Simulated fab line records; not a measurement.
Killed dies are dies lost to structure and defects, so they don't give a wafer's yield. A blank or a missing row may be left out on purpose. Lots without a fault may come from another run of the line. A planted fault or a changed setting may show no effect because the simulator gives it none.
fab line records -- flow rit_cmos
[record] lots = 14, wafers = 42, last_day = 7
route steps=202 shown PLDD@116 M1@202
lots that met no fault: from a run of the same line without faults
start_h: hours from the record's opening day to when the first of the lot's shown wafers began -- wait_h: hours from the lot's prior step to this one -- " unchanged from the row above -- L1.1+2: several wafers, shown together as one row -- - either no value or no given start -- * or withheld: withheld -- < > ~ a bound
route shown NAME@n: a module of which the file shows steps, and the number in the route of the first -- usual: mean and standard deviation over wafers with no fault -- same: alike in all rows -- chamber/n: place in a boat -- sites: the reading at each site -- _std_site: the values' standard deviation -- _edge_site: the outer-site mean with the inner-site mean subtracted -- radius_mm: how far each site lies from the wafer's centre -- mask NAME#n: copy n -- behind: the last tool/chamber to shape the wafer -- hold: what put the lot on hold/how long, in hours/how the hold closed -- device: the transistor (n, p or np) that didn't switch -- end of line: the route-end tests of the same wafers -- a step with no rows: only its recipe -- killed: dies lost to structure and defects at the first sort, not the wafer's yield -- map: the dies of a wafer, with x for killed, . for not killed, _ for no die there
set.NAME: the setting that was run; set.NAME@STEP: the one run at that earlier step -- model.NAME: the simulator's own value behind a step, which no gauge read
a sample of lots followed through the steps of the route, with each step as a table and each wafer as a row
[[steps]]
[step RIT_PLDD_SOFTBAKE_02]
[recipe] resist = NOVOLAK, temp_c = 90, time_s = 60
[usual] heater_power_total_W = 34.56/0.05, plate_temp_C = 89.99/0.14, run_length_s = 89.06/0.12
lot.wafer,tool,chamber,start_h,wait_h,heater_power_total_W,plate_temp_C,run_length_s
L179.1,litho_track-03,0,47.10,0.1,34.63,90.03,89.00
L179.3,litho_track-03,0,47.10,0.1,34.54,89.87,89.19
L179.6,litho_track-03,0,47.10,0.1,34.60,89.73,89.11
L180.1,litho_track-03,0,52.99,0.1,34.53,89.92,89.13
L180.3,litho_track-03,0,52.99,0.1,34.62,89.77,89.07
L180.5,litho_track-03,0,52.99,0.1,34.55,89.87,89.15
L183.1,litho_track-02,0,72.22,0.1,34.60,90.04,88.87
L183.2,litho_track-02,0,72.22,0.1,34.56,90.04,89.03
L183.6,litho_track-02,0,72.22,0.1,34.60,90.08,88.92
L184.1,litho_track-01,0,77.16,0.1,34.61,90.08,89.11
L184.3,litho_track-01,0,77.16,0.1,34.51,90.16,88.93
L184.4,litho_track-01,0,77.16,0.1,34.46,90.25,88.96
L185.1,litho_track-02,0,83.97,0.1,34.66,89.80,88.99
L185.3,litho_track-02,0,83.97,0.1,34.54,89.81,89.00
L185.6,litho_track-02,0,83.97,0.1,34.63,89.99,89.35
L186.1,litho_track-03,0,88.86,0.1,34.57,90.01,88.95
L186.2,litho_track-03,0,88.86,0.1,34.62,89.82,89.03
L186.3,litho_track-03,0,88.86,0.1,34.61,90.03,89.28
L190.3,litho_track-02,0,103.15,0.1,35.59,-,83.00
L190.5,litho_track-02,0,103.15,0.1,35.59,-,82.99
L190.6,litho_track-02,0,103.15,0.1,35.63,-,83.11
L193.1,litho_track-02,0,120.15,0.1,35.55,-,82.96
L193.2,litho_track-02,0,120.15,0.1,35.56,-,82.94
L193.5,litho_track-02,0,120.15,0.1,35.63,-,82.92
L196.1,litho_track-03,0,132.84,0.1,34.62,90.15,88.99
L196.3,litho_track-03,0,132.84,0.1,34.57,90.00,89.12
L196.6,litho_track-03,0,132.84,0.1,34.63,90.00,88.95
L197.2,litho_track-01,0,137.60,0.1,34.57,89.97,89.19
L197.4,litho_track-01,0,137.60,0.1,34.52,90.01,89.06
L197.5,litho_track-01,0,137.60,0.1,34.55,90.01,88.91
L198.2,litho_track-01,0,139.78,0.1,34.53,89.90,88.99
L198.3,litho_track-01,0,139.78,0.1,34.57,90.02,89.16
L198.5,litho_track-01,0,139.78,0.1,34.63,90.08,88.96
L199.2,litho_track-01,0,146.99,0.1,34.48,90.01,89.28
L199.3,litho_track-01,0,146.99,0.1,34.49,89.97,89.23
L199.6,litho_track-01,0,146.99,0.1,34.62,90.01,89.16
L200.1,litho_track-03,0,151.67,0.1,34.66,90.08,89.35
L200.2,litho_track-03,0,151.67,0.1,34.54,89.80,89.16
L200.4,litho_track-03,0,151.67,0.1,34.55,90.25,89.03
L201.1,litho_track-03,0,154.22,0.1,34.59,90.02,89.03
L201.3,litho_track-03,0,154.22,0.1,34.61,89.87,89.10
L201.6,litho_track-03,0,154.22,0.1,34.56,90.01,89.08
[step RIT_M1_PROBE_99]
[usual] killed_at_M0_to_M3 = 0.0/0.083, killed_at_contacts = 0.1/0.36, killed_at_front_end = 7/3.1, killed_dies = 7/3.1, killed_open = 3.6/2.1, killed_short = 3.2/1.9
[same] gross_dies = 264, killed_at_M4_up = 0, killed_at_back_side = 0, killed_at_other = 0
lot.wafer,tool,chamber,start_h,wait_h,killed_at_M0_to_M3,killed_at_contacts,killed_at_front_end,killed_dies,killed_open,killed_short
L184.1,prober-02,-,91.74,0.1,0,0,6,6,3,3
L184.3,prober-02,-,91.84,0.2,0,0,5,5,3,2
L184.4,prober-02,-,91.89,0.2,0,0,9,9,6,3
L185.1,prober-01,-,98.42,0.1,0,0,6,6,3,3
L185.3,prober-01,-,98.52,0.2,0,0,8,8,2,6
L185.6,prober-01,-,98.67,0.2,0,0,8,8,6,2
L190.3,prober-02,-,117.98,0.2,0,0,7,7,4,3
L190.5,prober-02,-,118.08,0.2,0,0,3,3,3,0
L190.6,prober-02,-,118.13,0.2,0,0,10,10,5,5
L196.1,prober-02,-,147.55,0.1,0,0,12,12,6,6
L196.3,prober-02,-,147.65,0.2,0,0,11,11,7,4
L196.6,prober-02,-,147.80,0.2,0,0,6,6,4,2
// killed by level:class
L184.1 GATE:geometric_particle:open=2 FOX1:geometric_particle:short=1 FOX2:geometric_particle:short=1 SPACER:geometric_particle:short=1 SILICIDE:geometric_particle:open=1
L184.3 FOX2:geometric_particle:open=2 GATE:geometric_particle:open=1 GATE:geometric_particle:short=1 REOX:geometric_particle:short=1
L184.4 GATE:geometric_particle:open=2 GATE:geometric_particle:short=2 FOX1:geometric_particle:open=1 FOX2:geometric_particle:open=1 REOX:geometric_particle:open=1 SPACER:geometric_particle:open=1 SILICIDE:geometric_particle:short=1
L185.1 SILICIDE:geometric_particle:short=2 REOX:geometric_particle:short=1 REOX:geometric_particle:open=1 SPACER:geometric_particle:open=1 SILICIDE:geometric_particle:open=1
L185.3 GATE:geometric_particle:short=3 GATE:geometric_particle:open=2 SPACER:geometric_particle:short=2 REOX:geometric_particle:short=1
L185.6 FOX2:geometric_particle:open=2 GATE:geometric_particle:open=2 REOX:geometric_particle:open=2 GATE:geometric_particle:short=1 REOX:geometric_particle:short=1
L190.3 FOX1:geometric_particle:short=1 GATE:geometric_particle:short=1 GATE:geometric_particle:open=1 REOX:geometric_particle:open=1 SPACER:geometric_particle:open=1 SPACER:geometric_particle:short=1 SILICIDE:geometric_particle:open=1
L190.5 SPACER:geometric_particle:open=2 SILICIDE:geometric_particle:open=1
L190.6 SPACER:geometric_particle:short=3 SPACER:geometric_particle:open=3 FOX1:geometric_particle:short=1 FOX1:geometric_particle:open=1 FOX2:geometric_particle:short=1 GATE:geometric_particle:open=1
L196.1 REOX:geometric_particle:short=3 FOX1:geometric_particle:open=2 FOX1:geometric_particle:short=1 FOX2:geometric_particle:open=1 GATE:geometric_particle:open=1 GATE:geometric_particle:short=1 REOX:geometric_particle:open=1 SPACER:geometric_particle:open=1
L196.3 SPACER:geometric_particle:short=3 SPACER:geometric_particle:open=3 FOX2:geometric_particle:open=2 GATE:geometric_particle:open=2 SILICIDE:geometric_particle:short=1
L196.6 REOX:geometric_particle:open=2 FOX1:geometric_particle:open=1 GATE:geometric_particle:short=1 SPACER:geometric_particle:short=1 SILICIDE:geometric_particle:open=1
[[key]]
[first_sign] step = RIT_PLDD_SOFTBAKE_02, reading = run_length_s, direction = down, sigmas = 50, usual = *, struck = *
[effect] step = RIT_PLDD_SOFTBAKE_02, reading = heater_power_total_W, direction = up, sigmas = 21, usual = 34.56, struck = 35.59
met_at RIT_PLDD_SOFTBAKE_02
struck_lots L190,L193
tester_left_out L190,L193
onset_between 83.97 103.15
[fault] kind = process_parameter_drift, tool = litho_track-02, chamber = -, onset_h = 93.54, steps = RIT_PLDD_SOFTBAKE_02, channel = time_s, offset = *, shape = step, end_h = 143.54, acts_in = *, stated = *
// tester_left_out: of these lots the tester's yield and bins aren't shown, on N5 and GAA mostly nor the transistor test; their killed dies are dies lost to structure and defects alone, not to doping, threshold or leakage, so they don't give the yield
